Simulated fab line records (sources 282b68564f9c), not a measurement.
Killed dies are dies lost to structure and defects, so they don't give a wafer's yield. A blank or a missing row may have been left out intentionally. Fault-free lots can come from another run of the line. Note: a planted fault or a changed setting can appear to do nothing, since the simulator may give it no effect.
Code-filled problem report in 8D (eight disciplines) form | flow rit cmos | the parts of the form that need people (team, actions taken, sign-off) are left out

1. WHAT IS WRONG
Across 6 wafers from 2 lots, PWELL_TW at RIT_PWELL_TW_MEAS_10 averages 1117, while fault-free wafers read 944 with a standard deviation of 5.5. Relative to the usual mean, that is a shift of +31 standard deviations.
First observed at day 4 13:59: wafer L512.3, on film metro-04. The record holds 42 wafers of 14 lots with a number at this step. By rule, "out" or "out of limits" means more than 4 standard deviations away from the usual mean. The other wafers with a number count as sound.

2. WHAT IT IS, WHAT IT ISN'T
question                    | is                           | is not
which readings at this step | PWELL_TW                     | -
which lots                  | L512, L514                   | L500, L501, L502, L503, L504, L505, L506, L507, L517, L519, L520, L522
which wafers of those lots  | all that have a number       | -
read on which gauges        | film metro-02, film metro-04 | film metro-01
when                        | from day 4 13:59             | up to then (24 sound wafers); but 12 sound wafers of L517, L519, L520, L522 came after

3. WHAT RULES OUT EACH SUSPECT
Counting: any tool at a process step up to the reading is kept as a suspect provided that every lot that is out went through it and no sound lot did after the first of them.
- the gauge at RIT_PWELL_TW_MEAS_10: ruled out. Those wafers that are out were read across 2 gauges (film metro-02, film metro-04).
- implanter-03 at RIT_PWELL_IMPLANT_08: kept. It processed each lot that is out, first L512 at day 4 13:41, and no sound lot thereafter; up to then, the last sound lot it processed was L505 at day 3 01:41. On those wafers its own readings are out: dose ions cm2, faraday current uA.
Remaining after the count: implanter-03 at RIT_PWELL_IMPLANT_08.

4. THE CAUSE (what the simulator had put in)
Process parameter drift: implanter-03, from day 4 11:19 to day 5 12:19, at RIT_PWELL_IMPLANT_08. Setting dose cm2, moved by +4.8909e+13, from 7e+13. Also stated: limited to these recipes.
After counting, this tool was the only one left.

5. SEQUENCE OF EFFECTS, ordered by route
Each row: a reading where the mean over the struck wafers with a number is more than 3 standard deviations away from the usual. Readings are gone through only where the record gives a usual standard deviation; hours: the median, over the lots, of the time from a lot's start at the first step in this table giving one to that lot's start at this step; sigmas: the change measured in usual standard deviations.
hours | step                     | reading            | usual        | on struck wafers | change     | sigmas
0     | RIT_PWELL_IMPLANT_08     | dose ions cm2      | 7.001e+13    | 1.189e+14        | +4.888e+13 | +99 or more
0     | RIT_PWELL_IMPLANT_08     | faraday current uA | 223          | 380              | +158       | +34
0     | RIT_PWELL_TW_MEAS_10     | PWELL_TW           | 944          | 1117             | +173       | +31
7     | RIT_WELLDRIVE_RS_MEAS_02 | PWELL_RS           | 429.7 ohm/sq | 308.8            | -120.9     | -81
Its process steps:
- RIT_PWELL_IMPLANT_08

6. HOW IT WOULD HAVE BEEN CAUGHT EARLIER
Counted from the fault's start at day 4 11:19, it took 3 hours until the first out-of-limits reading at a measuring or inspecting step in this record, taken at day 4 13:59.
At RIT_PWELL_IMPLANT_08, the tool's own readings (dose ions cm2, faraday current uA) were out on each struck wafer the step has a row for, so an alarm limit on them would have fired on the first such wafer.
Lots out: 2; of these, L514 started RIT_PWELL_IMPLANT_08 on implanter-03 after day 4 13:59. It would have been spared by a hold on the tool at that moment.
